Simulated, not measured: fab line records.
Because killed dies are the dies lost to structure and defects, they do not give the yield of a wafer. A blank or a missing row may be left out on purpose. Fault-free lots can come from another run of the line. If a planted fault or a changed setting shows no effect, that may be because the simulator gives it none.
fab line records ; flow berkeley_cmos170
record: lots: 5; wafers: 15; last_day: 12
route steps=331 shown ACTIVE@75 PFIELD@79 FIELD@89 SACOX@97 SCREENOX@100 NVT@104
lots that met no fault: taken from a fault-free run of the same line
start_h: start of the lot's first displayed wafer, in hours after the record's first day ; wait_h: hours since the lot's step before ; " as in the row above ; L1.1+2: several wafers, shown together as one row ; - no value present, or no start provided ; * or withheld: withheld ; < > ~ a bound
route shown NAME@n: names a module that has steps shown in the file, with the first one's number in the route ; usual: average and standard deviation across the fault-free wafers ; same: alike in all rows ; chamber/n: place in a boat ; sites: per-site readings ; _std_site: the values' standard deviation ; _edge_site: mean of outer sites minus mean of inner sites ; radius_mm: how far each site lies from the wafer's centre ; mask NAME#n: copy n ; behind: tool/chamber where the wafer was last shaped ; hold: why the lot was held/for how many hours/how that ended ; device: transistor that didn't switch, given as n, p or np ; end of line: at the end of the route, the tests of the same wafers ; a step without rows: its recipe alone ; killed: dies lost to structure and defects at the first sort, not the wafer's yield ; map: dies across one wafer; x = killed, . = not, _ = none there
set.NAME: setting as actually run; set.NAME@STEP: the setting as run at that earlier step ; model.NAME: the simulator's own value behind a step, which no gauge read
certain route steps with their lots: each step a table, each wafer a row
services: a tool's chamber out of use, with start hour (start_h, from the record's first day; less than 0 if before it), hours out, and reason
== steps ==
step: UCB170_ACTIVE_ETCH_15
recipe: chemistry: CH3F/Ar/O2; target: Si3N4; stop_on: SiO2; CH3F_flow_sccm: 20; Ar_flow_sccm: 50; O2_flow_sccm: 7; pressure_mtorr: 50; rf_w: 450; target_depth_a: 2420; over_etch_frac: 0.1; time_s: 151
usual: chamber_pressure_mTorr: 49.99/0.045; drypump_motor_current_A: 5.9/0.41; oes_product_au: 0.945/0.0088; throttle_valve_pct: 8.06/0.12
same: over_etch_frac: 0.1; time_s: 151
lot.wafer;tool;chamber;start_h;wait_h;chamber_pressure_mTorr;drypump_motor_current_A;oes_product_au;rf_hours_counter_h;throttle_valve_pct
L081.3;rie_diel-02;3;120.16;0.0;49.93;6.0;0.943;76;8.09
L081.5;rie_diel-02;0;120.16;0.0;49.99;5.9;0.957;-;7.98
L081.6;rie_diel-02;1;120.16;0.0;49.95;5.8;0.952;-;7.78
L084.1;rie_diel-03;3;147.88;0.0;49.96;6.3;0.939;48;8.02
L084.4;rie_diel-03;0;147.88;0.0;50.00;6.0;0.942;-;8.04
L084.6;rie_diel-03;1;147.88;0.0;50.06;5.5;0.939;-;8.16
L092.1;rie_diel-02;0;181.14;0.0;49.97;5.9;0.955;55;7.98
L092.2;rie_diel-02;3;181.14;0.0;50.02;6.0;0.943;79;8.09
L092.5;rie_diel-02;1;181.14;0.0;50.04;5.8;0.944;-;7.78
L091.1;rie_diel-03;0;181.26;0.0;49.98;6.0;0.946;16;8.03
L091.4;rie_diel-03;0;181.26;0.0;50.00;6.0;0.942;-;8.03
L091.6;rie_diel-03;1;181.26;0.0;50.04;5.5;0.952;-;8.16
L093.2;rie_diel-02;1;189.03;0.0;50.01;5.8;0.938;38;7.80
L093.3;rie_diel-02;0;189.03;0.0;50.00;5.9;0.965;56;7.98
L093.5;rie_diel-02;1;189.03;0.0;49.98;5.8;0.938;-;7.80
step: UCB170_ACTIVE_STRIP_16
recipe: chemistry: O2; power_w: 400; pressure_mtorr: 3500; platen_temp_c: withheld; o2_flow_sccm: 400; overash_fraction: 0.5
usual: chamber_pressure_mTorr: 3500/3.5; drypump_motor_current_A: 5.7/0.59; oes_product_au: 0.721/0.0045; strip_time_to_endpoint_s: 18.12/0.097
same: overash_fraction: 0.5
lot.wafer;tool;chamber;start_h;wait_h;chamber_pressure_mTorr;drypump_motor_current_A;oes_product_au;rf_hours_counter_h;strip_time_to_endpoint_s
L081.3;plasma_asher-02;1;120.30;0.1;3502;6.5;0.727;-;17.90
L081.5;plasma_asher-02;0;120.30;0.1;3503;5.7;0.717;-;17.92
L081.6;plasma_asher-02;1;120.30;0.1;3503;6.5;0.716;-;18.12
L084.1;plasma_asher-04;0;147.98;0.1;3495;6.3;0.718;37;17.96
L084.4;plasma_asher-04;1;147.98;0.1;3506;5.7;0.725;-;18.03
L084.6;plasma_asher-04;0;147.98;0.1;3500;6.3;0.723;-;17.99
L092.1;plasma_asher-02;0;181.24;0.1;3497;5.6;0.721;45;18.10
L092.2;plasma_asher-02;1;181.24;0.1;3498;6.5;0.722;45;17.94
L092.5;plasma_asher-02;1;181.24;0.1;3496;6.5;0.724;-;18.14
L091.1;plasma_asher-03;1;181.36;0.1;3503;5.2;0.731;40;18.08
L091.4;plasma_asher-03;1;181.36;0.1;3496;5.2;0.721;-;18.25
L091.6;plasma_asher-03;1;181.36;0.1;3501;5.2;0.720;-;17.91
L093.2;plasma_asher-03;1;189.13;0.1;3499;5.1;0.714;41;18.18
L093.3;plasma_asher-03;1;189.13;0.1;3504;5.1;0.719;-;18.13
L093.5;plasma_asher-03;0;189.13;0.1;3496;4.8;0.722;-;18.27
step: UCB170_ACTIVE_CD_MEAS_90
recipe: target_cd_nm: 1200
usual: cd_nm: 1200.0/1.6
lot.wafer;tool;chamber;start_h;wait_h;cd_nm
L081.3;cd_sem-01;-;120.45;0.1;1200.2
L081.5;cd_sem-01;-;120.45;0.1;1201.2
L081.6;cd_sem-01;-;120.45;0.1;1200.4
L084.1;cd_sem-02;-;148.08;0.1;1199.6
L084.4;cd_sem-02;-;148.08;0.1;1200.6
L084.6;cd_sem-02;-;148.08;0.1;1199.2
L092.1;cd_sem-02;-;181.38;0.1;1202.3
L092.2;cd_sem-02;-;181.38;0.1;1200.2
L092.5;cd_sem-02;-;181.38;0.1;1200.3
L091.1;cd_sem-02;-;181.50;0.1;1197.5
L091.4;cd_sem-02;-;181.50;0.1;1198.2
L091.6;cd_sem-02;-;181.50;0.1;1198.9
L093.2;cd_sem-01;-;189.25;0.1;1203.4
L093.3;cd_sem-01;-;189.25;0.1;1202.1
L093.5;cd_sem-01;-;189.25;0.1;1201.2
step: UCB170_ACTIVE_CLEAN_17
recipe: chemistry: SPM; temp_c: 120; time_s: 600
usual: bath_guard_temp_C: 120.1/0.51
same: time_s: 600
lot.wafer;tool;chamber;start_h;wait_h;bath_guard_temp_C
L081.3;wet_bench-02;1;120.53;0.1;119.7
L081.5;wet_bench-02;1;120.53;0.1;119.7
L081.6;wet_bench-02;1;120.53;0.1;119.6
L084.1;wet_bench-03;2;148.48;0.4;119.9
L084.4;wet_bench-03;2;148.48;0.4;120.1
L084.6;wet_bench-03;2;148.48;0.4;120.2
L091.1;wet_bench-03;3;181.92;0.4;120.3
L091.4;wet_bench-03;3;181.92;0.4;120.7
L091.6;wet_bench-03;3;181.92;0.4;120.5
L092.1;wet_bench-03;2;181.92;0.5;120.1
L092.2;wet_bench-03;2;181.92;0.5;120.1
L092.5;wet_bench-03;2;181.92;0.5;120.0
L093.2;wet_bench-03;1;190.21;0.9;120.8
L093.3;wet_bench-03;1;190.21;0.9;121.0
L093.5;wet_bench-03;1;190.21;0.9;120.8
step: UCB170_PFIELD_HMDS_00
recipe: prime_time_s: 60; prime_temp_c: 100
lot.wafer;tool;chamber;start_h;wait_h
L081.3+5+6;litho_track-02;0;120.75;0.1
L084.1+4+6;litho_track-02;0;148.77;0.1
L092.1+2+5;litho_track-03;0;182.10;0.0
L091.1+4+6;litho_track-02;0;182.36;0.3
L093.2+3+5;litho_track-04;0;190.41;0.0
step: UCB170_PFIELD_COAT_01
recipe: resist: KrF; spin_rpm: 1500; resist_thk_nm: 900
lot.wafer;tool;chamber;start_h;wait_h
L081.3+5+6;litho_track-02;0;120.90;0.1
L084.1+4+6;litho_track-02;0;148.92;0.1
L092.1+2+5;litho_track-03;0;182.25;0.1
L091.1+4+6;litho_track-02;0;182.51;0.1
L093.2+3+5;litho_track-04;0;190.56;0.1
step: UCB170_PFIELD_SOFTBAKE_02
recipe: resist: KrF; temp_c: 130; time_s: 60
usual: plate_temp_C: 130.01/0.15
same: time_s: 60
lot.wafer;tool;chamber;start_h;wait_h;plate_temp_C
L081.3;litho_track-02;0;121.05;0.1;130.03
L081.5;litho_track-02;0;121.05;0.1;129.87
L081.6;litho_track-02;0;121.05;0.1;129.98
L084.1;litho_track-02;0;149.07;0.1;130.09
L084.4;litho_track-02;0;149.07;0.1;130.22
L084.6;litho_track-02;0;149.07;0.1;130.09
L092.1;litho_track-03;0;182.40;0.1;130.16
L092.2;litho_track-03;0;182.40;0.1;129.95
L092.5;litho_track-03;0;182.40;0.1;130.20
L091.1;litho_track-02;0;182.66;0.1;130.10
L091.4;litho_track-02;0;182.66;0.1;130.05
L091.6;litho_track-02;0;182.66;0.1;129.95
L093.2;litho_track-04;0;190.71;0.1;130.07
L093.3;litho_track-04;0;190.71;0.1;129.93
L093.5;litho_track-04;0;190.71;0.1;130.17
step: UCB170_PFIELD_EXPOSE_03
recipe: mask_id: PFIELD; na: 0.5; sigma_outer: 0.6; source_shape: conventional; target_cd_nm: 1500; dose_mj: 30
lot.wafer;tool;chamber;start_h;wait_h;mask
L081.3+5+6;krf_scanner-01;0;121.32;0.2;PFIELD#0
L084.1+4+6;krf_scanner-02;0;149.35;0.2;PFIELD#0
L092.1+2+5;krf_scanner-02;0;182.67;0.2;PFIELD#0
L091.1+4+6;krf_scanner-01;0;182.94;0.2;PFIELD#0
L093.2+3+5;krf_scanner-01;0;190.85;0.1;PFIELD#0
step: UCB170_PFIELD_PEB_04
recipe: peb_temp_c: 130; peb_time_s: withheld; resist: KrF
usual: plate_temp_C: 129.98/0.13
lot.wafer;tool;chamber;start_h;wait_h;plate_temp_C
L081.3;litho_track-02;0;121.45;0.1;130.09
L081.5;litho_track-02;0;121.45;0.1;130.00
L081.6;litho_track-02;0;121.45;0.1;130.10
L084.1;litho_track-02;0;149.47;0.1;129.74
L084.4;litho_track-02;0;149.47;0.1;129.89
L084.6;litho_track-02;0;149.47;0.1;129.95
L092.1;litho_track-04;0;182.81;0.1;129.93
L092.2;litho_track-04;0;182.81;0.1;130.05
L092.5;litho_track-04;0;182.81;0.1;130.17
L091.1;litho_track-03;0;183.06;0.1;130.05
L091.4;litho_track-03;0;183.06;0.1;130.00
L091.6;litho_track-03;0;183.06;0.1;129.81
L093.2;litho_track-03;0;190.98;0.1;130.15
L093.3;litho_track-03;0;190.98;0.1;130.22
L093.5;litho_track-03;0;190.98;0.1;130.03
step: UCB170_PFIELD_DEVELOP_05
recipe: developer: TMAH; develop_time_s: 46.34; resist: KrF; dev_temp_c: 21
lot.wafer;tool;chamber;start_h;wait_h
L081.3+5+6;litho_track-02;0;-;-
L084.1+4+6;litho_track-02;0;-;-
L092.1+2+5;litho_track-04;0;-;-
L091.1+4+6;litho_track-03;0;-;-
L093.2+3+5;litho_track-03;0;-;-
step: UCB170_PFIELD_OVL_MEAS_06
usual: PFIELD_OVL: 2/5.3
lot.wafer;tool;chamber;start_h;wait_h;PFIELD_OVL[nm]
L081.3;overlay-01;-;121.68;-;-7
L081.5;overlay-01;-;121.68;-;7
L081.6;overlay-01;-;121.68;-;-6
L084.1;overlay-01;-;149.74;-;2
L084.4;overlay-01;-;149.74;-;2
L084.6;overlay-01;-;149.74;-;7
L092.1;overlay-02;-;183.09;-;-6
L092.2;overlay-02;-;183.09;-;-7
L092.5;overlay-02;-;183.09;-;-12
L091.1;overlay-02;-;183.33;-;8
L091.4;overlay-02;-;183.33;-;5
L091.6;overlay-02;-;183.33;-;-2
L093.2;overlay-02;-;191.23;-;8
L093.3;overlay-02;-;191.23;-;4
L093.5;overlay-02;-;191.23;-;7
step: UCB170_PFIELD_IMPLANT_07
recipe: species: B; dose_cm2: 2e+13; energy_kev: 80; tilt_deg: 7
usual: tilt_deg: 6.998/0.019
lot.wafer;tool;chamber;start_h;wait_h;tilt_deg
L081.3;implanter-03;0;121.76;0.1;6.997
L081.5;implanter-03;0;121.76;0.1;7.008
L081.6;implanter-03;0;121.76;0.1;7.006
L084.1;implanter-04;0;149.78;0.0;6.998
L084.4;implanter-04;0;149.78;0.0;7.006
L084.6;implanter-04;0;149.78;0.0;7.025
L092.1;implanter-02;0;183.13;0.0;6.992
L092.2;implanter-02;0;183.13;0.0;6.986
L092.5;implanter-02;0;183.13;0.0;6.989
L091.1;implanter-03;0;183.37;0.0;6.990
L091.4;implanter-03;0;183.37;0.0;7.000
L091.6;implanter-03;0;183.37;0.0;7.010
L093.2;implanter-04;0;191.29;0.0;7.006
L093.3;implanter-04;0;191.29;0.0;6.975
L093.5;implanter-04;0;191.29;0.0;6.971
step: UCB170_PFIELD_STRIP_08
recipe: chemistry: O2; power_w: 400; pressure_mtorr: 3500; platen_temp_c: withheld; o2_flow_sccm: 400; overash_fraction: 0.5
usual: chamber_pressure_mTorr: 3499.8/3; drypump_motor_current_A: 5.8/0.54; oes_product_au: 0.735/0.0046; strip_time_to_endpoint_s: 21.64/0.066
same: overash_fraction: 0.5
lot.wafer;tool;chamber;start_h;wait_h;chamber_pressure_mTorr;drypump_motor_current_A;oes_product_au;rf_hours_counter_h;strip_time_to_endpoint_s
L081.3;plasma_asher-02;0;121.89;0.1;3500.4;5.7;0.745;-;21.66
L081.5;plasma_asher-02;0;121.89;0.1;3499.1;5.7;0.736;-;21.69
L081.6;plasma_asher-02;1;121.89;0.1;3497.2;6.5;0.738;-;21.66
L084.1;plasma_asher-02;1;149.93;0.1;3497.6;6.5;0.744;42;21.73
L084.4;plasma_asher-02;1;149.93;0.1;3492.7;6.5;0.735;-;21.67
L084.6;plasma_asher-02;0;149.93;0.1;3496.6;5.7;0.735;-;21.72
L092.1;plasma_asher-01;1;183.28;0.1;3502.3;6.0;0.727;7;21.65
L092.2;plasma_asher-01;0;183.28;0.1;3505.8;5.9;0.740;7;21.66
L092.5;plasma_asher-01;0;183.28;0.1;3496.2;5.9;0.733;-;21.68
L091.1;plasma_asher-01;1;183.52;0.1;3496.2;6.0;0.736;7;21.76
L091.4;plasma_asher-01;1;183.52;0.1;3504.2;6.0;0.729;-;21.67
L091.6;plasma_asher-01;1;183.52;0.1;3503.4;6.0;0.738;-;21.70
L093.2;plasma_asher-02;1;191.41;0.1;3498.1;6.5;0.724;46;21.66
L093.3;plasma_asher-02;1;191.41;0.1;3494.9;6.5;0.729;-;21.71
L093.5;plasma_asher-02;1;191.41;0.1;3496.7;6.5;0.733;-;21.68
step: UCB170_PFIELD_TW_MEAS_09
usual: PFIELD_TW: 603/4.2
lot.wafer;tool;chamber;start_h;wait_h;PFIELD_TW
L081.3;film_metro-02;-;121.98;0.1;599
L081.5;film_metro-02;-;121.98;0.1;603
L081.6;film_metro-02;-;121.98;0.1;600
L084.1;film_metro-02;-;150.03;0.1;600
L084.4;film_metro-02;-;150.03;0.1;603
L084.6;film_metro-02;-;150.03;0.1;602
L092.1;film_metro-02;-;183.38;0.1;604
L092.2;film_metro-02;-;183.38;0.1;604
L092.5;film_metro-02;-;183.38;0.1;605
L091.1;film_metro-03;-;183.62;0.1;602
L091.4;film_metro-03;-;183.62;0.1;600
L091.6;film_metro-03;-;183.62;0.1;602
L093.2;film_metro-03;-;191.52;0.1;603
L093.3;film_metro-03;-;191.52;0.1;599
L093.5;film_metro-03;-;191.52;0.1;602
step: UCB170_FIELD_CLEAN_00
recipe: chemistry: dHF; dilution: 25:1; time_s: 7.5
same: time_s: 7.5
lot.wafer;tool;chamber;start_h;wait_h
L081.3+5+6;wet_bench-02;1;122.02;0.0
L084.1+4+6;wet_bench-03;2;150.09;0.1
L092.1+2+5;wet_bench-03;1;183.47;0.1
L091.1+4+6;wet_bench-01;3;183.84;0.2
L093.2+3+5;wet_bench-01;1;191.57;0.0
step: UCB170_FIELD_OXIDATION_01
recipe: temp_c: 1000; ambient: H2O; p_h2o_torr: 584.62; target_thk_a: 5583; ox_time_s: 7200
usual: zone_power_load_pct: 37.2/2.9
lot.wafer;tool;chamber;start_h;wait_h;zone_power_load_pct
L081.3;furnace-01;0;127.18;5.1;37.8
L081.5;furnace-01;0;127.18;5.1;38.5
L081.6;furnace-01;0;127.18;5.1;38.6
L084.1;furnace-01;0;154.86;4.8;38.7
L084.4;furnace-01;0;154.86;4.8;38.2
L084.6;furnace-01;0;154.86;4.8;38.4
L091.1;furnace-02;0;188.01;4.2;39.8
L091.4;furnace-02;0;188.01;4.2;39.6
L091.6;furnace-02;0;188.01;4.2;39.0
L092.1;furnace-02;0;188.01;4.5;39.4
L092.2;furnace-02;0;188.01;4.5;39.2
L092.5;furnace-02;0;188.01;4.5;39.7
L093.2;furnace-02;0;196.69;5.1;39.7
L093.3;furnace-02;0;196.69;5.1;38.8
L093.5;furnace-02;0;196.69;5.1;38.7
step: UCB170_FIELD_THK_MEAS_02
recipe: reads: SiO2_of_FIELD_OXIDATION_01
usual: FIELD_OXIDE_THK: 557/12
lot.wafer;tool;chamber;start_h;wait_h;FIELD_OXIDE_THK[nm]
L081.3;film_metro-03;-;130.20;0.0;540
L081.5;film_metro-03;-;130.20;0.0;541
L081.6;film_metro-03;-;130.20;0.0;532
L084.1;film_metro-01;-;157.86;0.0;574
L084.4;film_metro-01;-;157.86;0.0;572
L084.6;film_metro-01;-;157.86;0.0;579
L091.1;film_metro-03;-;191.01;0.0;537
L091.4;film_metro-03;-;191.01;0.0;530
L091.6;film_metro-03;-;191.01;0.0;536
L092.1;film_metro-02;-;191.01;0.0;550
L092.2;film_metro-02;-;191.01;0.0;550
L092.5;film_metro-02;-;191.01;0.0;550
L093.2;film_metro-02;-;199.70;0.0;562
L093.3;film_metro-02;-;199.70;0.0;544
L093.5;film_metro-02;-;199.70;0.0;563
step: UCB170_FIELD_ANNEAL_03
recipe: temp_c: 1000; time_s: 1200; ambient: N2
usual: zone_power_load_pct: 38/3.1
same: time_s: 1200
lot.wafer;tool;chamber;start_h;wait_h;zone_power_load_pct
L081.3;furnace-01;0;134.03;3.8;39
L081.5;furnace-01;0;134.03;3.8;39
L081.6;furnace-01;0;134.03;3.8;38
L084.1;furnace-02;0;159.63;1.8;40
L084.4;furnace-02;0;159.63;1.8;40
L084.6;furnace-02;0;159.63;1.8;39
L091.1;furnace-02;0;195.36;4.3;39
L091.4;furnace-02;0;195.36;4.3;39
L091.6;furnace-02;0;195.36;4.3;39
L092.1;furnace-02;0;195.36;4.3;40
L092.2;furnace-02;0;195.36;4.3;39
L092.5;furnace-02;0;195.36;4.3;40
L093.2;furnace-02;0;203.79;4.1;39
L093.3;furnace-02;0;203.79;4.1;39
L093.5;furnace-02;0;203.79;4.1;39
step: UCB170_FIELD_WET_ETCH_04
recipe: chemistry: dHF; dilution: 10:1; target: SiO2; temp_c: 25; time_s: 60
same: time_s: 60
lot.wafer;tool;chamber;start_h;wait_h
L081.3+5+6;wet_bench-03;2;135.36;0.0
L084.1+4+6;wet_bench-01;1;160.97;0.0
L091.1+4+6;wet_bench-01;1;196.69;0.0
L092.1+2+5;wet_bench-01;1;196.69;0.0
L093.2+3+5;wet_bench-01;0;205.15;0.0
step: UCB170_FIELD_WET_ETCH_05
recipe: chemistry: H3PO4; target: Si3N4; temp_c: 160; time_s: 12600
usual: bath_guard_temp_C: 159.9/0.7
same: time_s: 12600
lot.wafer;tool;chamber;start_h;wait_h;bath_guard_temp_C
L081.3;wet_bench-03;1;135.39;0.0;160.9
L081.5;wet_bench-03;1;135.39;0.0;161.1
L081.6;wet_bench-03;1;135.39;0.0;160.9
L084.1;wet_bench-01;0;160.99;0.0;160.0
L084.4;wet_bench-01;0;160.99;0.0;159.8
L084.6;wet_bench-01;0;160.99;0.0;160.1
L091.1;wet_bench-03;1;196.71;0.0;161.0
L091.4;wet_bench-03;1;196.71;0.0;161.0
L091.6;wet_bench-03;1;196.71;0.0;160.8
L092.1;wet_bench-03;0;196.71;0.0;159.8
L092.2;wet_bench-03;0;196.71;0.0;159.8
L092.5;wet_bench-03;0;196.71;0.0;159.7
L093.2;wet_bench-01;0;205.17;0.0;160.2
L093.3;wet_bench-01;0;205.17;0.0;160.0
L093.5;wet_bench-01;0;205.17;0.0;160.3
step: UCB170_FIELD_WET_ETCH_06
recipe: chemistry: BOE; dilution: 5:1; target: SiO2; temp_c: 25; time_s: 22
same: time_s: 22
lot.wafer;tool;chamber;start_h;wait_h
L081.3+5+6;wet_bench-01;3;139.56;0.0
L084.1+4+6;wet_bench-01;1;165.11;0.3
L091.1+4+6;wet_bench-01;0;200.24;0.0
L092.1+2+5;wet_bench-01;3;200.24;0.0
L093.2+3+5;wet_bench-01;3;209.26;0.3
step: UCB170_FIELD_THK_MEAS_90
recipe: reads: SiO2_of_FIELD_OXIDATION_01
usual: FIELD_OXIDE_LEFT_1_THK: 440/13
lot.wafer;tool;chamber;start_h;wait_h;FIELD_OXIDE_LEFT_1_THK[nm]
L081.3;film_metro-01;-;139.60;0.0;423
L081.5;film_metro-01;-;139.60;0.0;425
L081.6;film_metro-01;-;139.60;0.0;415
L084.1;film_metro-01;-;165.18;0.1;458
L084.4;film_metro-01;-;165.18;0.1;456
L084.6;film_metro-01;-;165.18;0.1;463
L091.1;film_metro-01;-;200.26;0.0;419
L091.4;film_metro-01;-;200.26;0.0;411
L091.6;film_metro-01;-;200.26;0.0;417
L092.1;film_metro-03;-;200.26;0.0;433
L092.2;film_metro-03;-;200.26;0.0;433
L092.5;film_metro-03;-;200.26;0.0;435
L093.2;film_metro-01;-;209.29;0.0;445
L093.3;film_metro-01;-;209.29;0.0;427
L093.5;film_metro-01;-;209.29;0.0;446
step: UCB170_SACOX_CLEAN_00
recipe: chemistry: dHF; dilution: 25:1; time_s: 7.5
same: time_s: 7.5
lot.wafer;tool;chamber;start_h;wait_h
L081.3+5+6;wet_bench-01;0;139.64;0.0
L084.1+4+6;wet_bench-01;1;165.31;0.1
L091.1+4+6;wet_bench-01;1;200.45;0.2
L092.1+2+5;wet_bench-01;2;200.45;0.2
L093.2+3+5;wet_bench-01;0;209.34;0.0
step: UCB170_SACOX_OXIDATION_01
recipe: temp_c: 900; ambient: O2; target_thk_a: 144; ox_time_s: 2400
usual: zone_power_load_pct: 28.1/2.6
lot.wafer;tool;chamber;start_h;wait_h;zone_power_load_pct
L081.3;furnace-01;0;143.94;4.3;30.1
L081.5;furnace-01;0;143.94;4.3;29.8
L081.6;furnace-01;0;143.94;4.3;29.7
L084.1;furnace-04;0;170.58;5.3;25.0
L084.4;furnace-04;0;170.58;5.3;24.8
L084.6;furnace-04;0;170.58;5.3;24.8
L091.1;furnace-04;0;206.40;5.9;24.4
L091.4;furnace-04;0;206.40;5.9;24.3
L091.6;furnace-04;0;206.40;5.9;24.9
L092.1;furnace-04;0;206.40;5.9;24.6
L092.2;furnace-04;0;206.40;5.9;24.7
L092.5;furnace-04;0;206.40;5.9;24.6
L093.2;furnace-04;0;212.00;2.6;24.8
L093.3;furnace-04;0;212.00;2.6;24.8
L093.5;furnace-04;0;212.00;2.6;24.5
step: UCB170_SACOX_THK_MEAS_02
recipe: reads: SiO2_of_SACOX_OXIDATION_01
usual: SACOX_OXIDE_THK: 14.43/0.24
lot.wafer;tool;chamber;start_h;wait_h;SACOX_OXIDE_THK[nm]
L081.3;film_metro-03;-;145.69;0.1;13.84
L081.5;film_metro-03;-;145.69;0.1;13.97
L081.6;film_metro-03;-;145.69;0.1;14.00
L084.1;film_metro-04;-;172.24;0.0;14.71
L084.4;film_metro-04;-;172.24;0.0;14.71
L084.6;film_metro-04;-;172.24;0.0;14.56
L091.1;film_metro-01;-;208.06;0.0;14.24
L091.4;film_metro-01;-;208.06;0.0;14.35
L091.6;film_metro-01;-;208.06;0.0;14.51
L092.1;film_metro-03;-;208.06;0.0;14.56
L092.2;film_metro-03;-;208.06;0.0;14.55
L092.5;film_metro-03;-;208.06;0.0;14.46
L093.2;film_metro-03;-;213.67;0.0;14.44
L093.3;film_metro-03;-;213.67;0.0;14.57
L093.5;film_metro-03;-;213.67;0.0;14.75
step: UCB170_SCREENOX_WET_ETCH_00
recipe: chemistry: dHF; dilution: 25:1; target: SiO2; temp_c: 25; time_s: 200
same: time_s: 200
lot.wafer;tool;chamber;start_h;wait_h
L081.3+5+6;wet_bench-01;3;145.74;0.0
L084.1+4+6;wet_bench-01;2;172.30;0.1
L091.1+4+6;wet_bench-01;3;209.19;1.1
L092.1+2+5;wet_bench-01;1;209.19;1.1
L093.2+3+5;wet_bench-04;2;213.79;0.1
step: UCB170_SCREENOX_OXIDATION_01
recipe: temp_c: 900; ambient: O2; target_thk_a: 144; ox_time_s: 2400
usual: zone_power_load_pct: 27.7/2.8
lot.wafer;tool;chamber;start_h;wait_h;zone_power_load_pct
L081.3;furnace-04;0;150.99;5.2;24.0
L081.5;furnace-04;0;150.99;5.2;24.5
L081.6;furnace-04;0;150.99;5.2;24.9
L084.1;furnace-02;0;176.57;4.2;30.3
L084.4;furnace-02;0;176.57;4.2;30.7
L084.6;furnace-02;0;176.57;4.2;30.7
L091.1;furnace-01;0;211.21;1.9;29.9
L091.4;furnace-01;0;211.21;1.9;29.8
L091.6;furnace-01;0;211.21;1.9;29.8
L092.1;furnace-01;0;211.21;1.9;30.1
L092.2;furnace-01;0;211.21;1.9;29.8
L092.5;furnace-01;0;211.21;1.9;29.8
L093.2;furnace-02;0;215.57;1.7;30.1
L093.3;furnace-02;0;215.57;1.7;30.6
L093.5;furnace-02;0;215.57;1.7;31.5
step: UCB170_SCREENOX_THK_MEAS_02
recipe: reads: SiO2_of_SCREENOX_OXIDATION_01
usual: SCREENOX_OXIDE_THK: 14.30/0.24
lot.wafer;tool;chamber;start_h;wait_h;SCREENOX_OXIDE_THK[nm]
L081.3;film_metro-04;-;152.68;0.0;14.51
L081.5;film_metro-04;-;152.68;0.0;14.30
L081.6;film_metro-04;-;152.68;0.0;14.52
L084.1;film_metro-04;-;178.24;0.0;14.27
L084.4;film_metro-04;-;178.24;0.0;13.93
L084.6;film_metro-04;-;178.24;0.0;14.29
L091.1;film_metro-04;-;212.88;0.0;14.22
L091.4;film_metro-04;-;212.88;0.0;14.41
L091.6;film_metro-04;-;212.88;0.0;14.32
L092.1;film_metro-01;-;212.88;0.0;14.00
L092.2;film_metro-01;-;212.88;0.0;14.22
L092.5;film_metro-01;-;212.88;0.0;14.00
L093.2;film_metro-01;-;217.25;0.0;14.40
L093.3;film_metro-01;-;217.25;0.0;14.37
L093.5;film_metro-01;-;217.25;0.0;14.53
step: UCB170_SCREENOX_ANNEAL_03
recipe: temp_c: 900; time_s: 900; ambient: N2
usual: zone_power_load_pct: 28.5/2.8
same: time_s: 900
lot.wafer;tool;chamber;start_h;wait_h;zone_power_load_pct
L081.3;furnace-04;0;160.46;7.8;24.5
L081.5;furnace-04;0;160.46;7.8;24.7
L081.6;furnace-04;0;160.46;7.8;24.8
L084.1;furnace-02;0;184.09;5.8;30.6
L084.4;furnace-02;0;184.09;5.8;30.9
L084.6;furnace-02;0;184.09;5.8;30.6
L091.1;furnace-04;0;215.16;2.3;24.9
L091.4;furnace-04;0;215.16;2.3;24.6
L091.6;furnace-04;0;215.16;2.3;25.0
L092.1;furnace-04;0;215.16;2.3;24.6
L092.2;furnace-04;0;215.16;2.3;24.3
L092.5;furnace-04;0;215.16;2.3;24.8
L093.2;furnace-04;0;221.85;4.6;24.8
L093.3;furnace-04;0;221.85;4.6;24.8
L093.5;furnace-04;0;221.85;4.6;24.5
step: UCB170_NVT_HMDS_00
recipe: prime_time_s: 60; prime_temp_c: 100
lot.wafer;tool;chamber;start_h;wait_h
L081.3+5+6;litho_track-04;0;161.76;0.1
L084.1+4+6;litho_track-04;0;185.77;0.4
L092.1+2+5;litho_track-03;0;216.71;0.3
L091.1+4+6;litho_track-01;0;216.90;0.5
L093.2+3+5;litho_track-04;0;223.12;0.0
step: UCB170_NVT_COAT_01
recipe: resist: KrF; spin_rpm: 1500; resist_thk_nm: 887.7
lot.wafer;tool;chamber;start_h;wait_h
L081.3+5+6;litho_track-04;0;161.91;0.1
L084.1+4+6;litho_track-04;0;185.92;0.1
L092.1+2+5;litho_track-03;0;216.86;0.1
L091.1+4+6;litho_track-01;0;217.05;0.1
L093.2+3+5;litho_track-04;0;223.27;0.1
== services ==
tool;chamber;start_h;hours;kind
implanter-04;-;101.94;0.7;repair
krf_scanner-01;-;105.81;1.2;repair
plasma_asher-01;-;108.75;9.0;pm
krf_scanner-01;-;115.86;0.5;repair
krf_scanner-02;-;126.07;3.5;repair
rie_diel-03;-;136.02;1.7;repair
krf_scanner-01;-;137.00;2.4;repair
rie_diel-03;2;142.76;7.3;repair
implanter-03;-;145.18;1.7;repair
rie_diel-03;-;149.78;4.3;pm
furnace-04;-;157.66;2.8;pm
krf_scanner-01;-;157.87;1.3;pm
krf_scanner-02;-;159.43;0.2;repair
furnace-02;-;164.97;3.5;pm
rie_diel-02;-;167.71;0.4;repair
implanter-04;-;167.76;2.4;repair
implanter-04;-;170.53;4.1;repair
krf_scanner-02;-;173.20;0.5;repair
plasma_asher-03;-;174.90;2.8;pm
wet_bench-02;-;177.92;8.2;repair
rie_diel-02;-;193.40;4.3;pm
plasma_asher-01;-;207.41;2.8;pm
implanter-03;-;208.27;3.2;repair
krf_scanner-02;-;212.42;1.0;pm
== key ==
fault none
